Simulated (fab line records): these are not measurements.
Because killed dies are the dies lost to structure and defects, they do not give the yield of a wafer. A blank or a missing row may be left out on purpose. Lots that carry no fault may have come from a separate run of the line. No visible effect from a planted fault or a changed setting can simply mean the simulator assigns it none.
Comparing a struck lot with a sound one -- flow rit-cmos -- 15 out of 202 route steps
Sound: these wafers, L728.1, L728.3, L728.5. Struck: wafer L738.1 (L738.4, L738.5, from the same lot, were not struck and are left out); the cause is given at the end.
Each step with rows lists, per side, the tool, then ch with its chambers, then its first start. Under that, the readings that differ: sound wafers -- struck wafers -- difference of the means -- sigmas: that difference in standard deviations of wafers without a fault.
alike: readings whose means differ by less than 2 such deviations, and words and numbers that are the same on both sides. not compared: withheld readings, readings that some wafer has no value for, bounds like >300 that may hide the same value, and numbers for which the record gives no deviation and whose values overlap.
Wherever a step has rows on one side only, a row that says differs or no value, or a row with sigmas, the two part there. Non-overlapping numbers with no deviation appear without sigmas and do not part them. A reading missing from all wafers of one side parts the sides only when that side holds two or more wafers.

RIT_GATE_THK_MEAS_07:
  sound on film-metro-04 at day 4 01:46; struck on film-metro-01 at day 6 03:16
  alike: GATE_OXIDE_THK
then, 1 step without rows for these wafers: RIT_GATE_CVD_08 (deposits poly-Si from SiH4, target thk 250 nm, time 2220 s).
RIT_GATE_THK_MEAS_09:
  sound on film-metro-01 at day 4 03:26; struck on film-metro-01 at day 6 04:56
reading,sound,struck,difference,sigmas
GATE_POLY_THK (nm),253.9 254.6 253.6,248.9,-5.1,-2
then, 6 steps without rows for these wafers: RIT_GATE_HMDS_10 (prime time 60 s); RIT_GATE_COAT_11 (resist thk 850 nm); RIT_GATE_SOFTBAKE_12 (time 60 s); RIT_GATE_EXPOSE_13 (exposes mask M6, target cd 150 nm); RIT_GATE_PEB_14; RIT_GATE_DEVELOP_15 (develop time 50 s).
RIT_GATE_CD_MEAS_16 targets a cd of 150 nm.
  sound on cd-sem-02 at day 4 04:21; struck on cd-sem-02 at day 6 05:51
  alike: cd-nm
RIT_GATE_OVL_MEAS_17:
  sound on overlay-02 at day 4 04:28; struck on overlay-01 at day 6 05:58
reading,sound,struck,difference,sigmas
GATE_OVL (nm),0.7 0.0 -1.7,2.3,+2.6,+2
then, 1 step without rows for these wafers: RIT_GATE_HARDBAKE_18 (time 60 s).
RIT_GATE_ETCH_19: etches poly-Si in SF6/CHF3/O2, stops on SiO2, time 165 s, target depth 312.5 nm.
  sound on rie-si-01 ch 0,1,3, day 4 04:39; struck on rie-si-01 ch 2, day 6 06:10
reading,sound,struck,difference,sigmas
oes-product-au (a.u.),0.847 0.857 0.841,0.876,+0.028,+3
over-etch-frac,0.25 0.25 0.25,0.22192,-0.02808,
  alike: CHF3_flow_sccm, drypump-motor-current-A, throttle-valve-pct
  not compared: rf-hours-counter-h
RIT_GATE_STRIP_20: strips in O2, time 180 s.
  sound on plasma-asher-01 ch 0,1, day 4 04:46; struck on plasma-asher-04 ch 0, day 6 06:16
  alike: drypump-motor-current-A
  not compared: rf-hours-counter-h
RIT_M1_PROBE_99:
  sound on prober-02 at day 5 01:55; struck on prober-02 at day 7 03:05
reading,sound,struck,difference,sigmas
model.etest.poly-comb-over-steps.leak-log10-a-um,-12.78 -12.71 -12.88,-12.28,+0.51,
  alike: killed-at-front-end, killed-dies, killed-on-rim, killed-open, killed-short

== WHERE THEY PART ==
Last at RIT_GATE_ETCH_19 as far as this record goes, first at RIT_GATE_THK_MEAS_09. Later steps at which nothing parts them and some readings are alike: RIT_GATE_STRIP_20, RIT_M1_PROBE_99.

WHY: the cause the simulator had injected
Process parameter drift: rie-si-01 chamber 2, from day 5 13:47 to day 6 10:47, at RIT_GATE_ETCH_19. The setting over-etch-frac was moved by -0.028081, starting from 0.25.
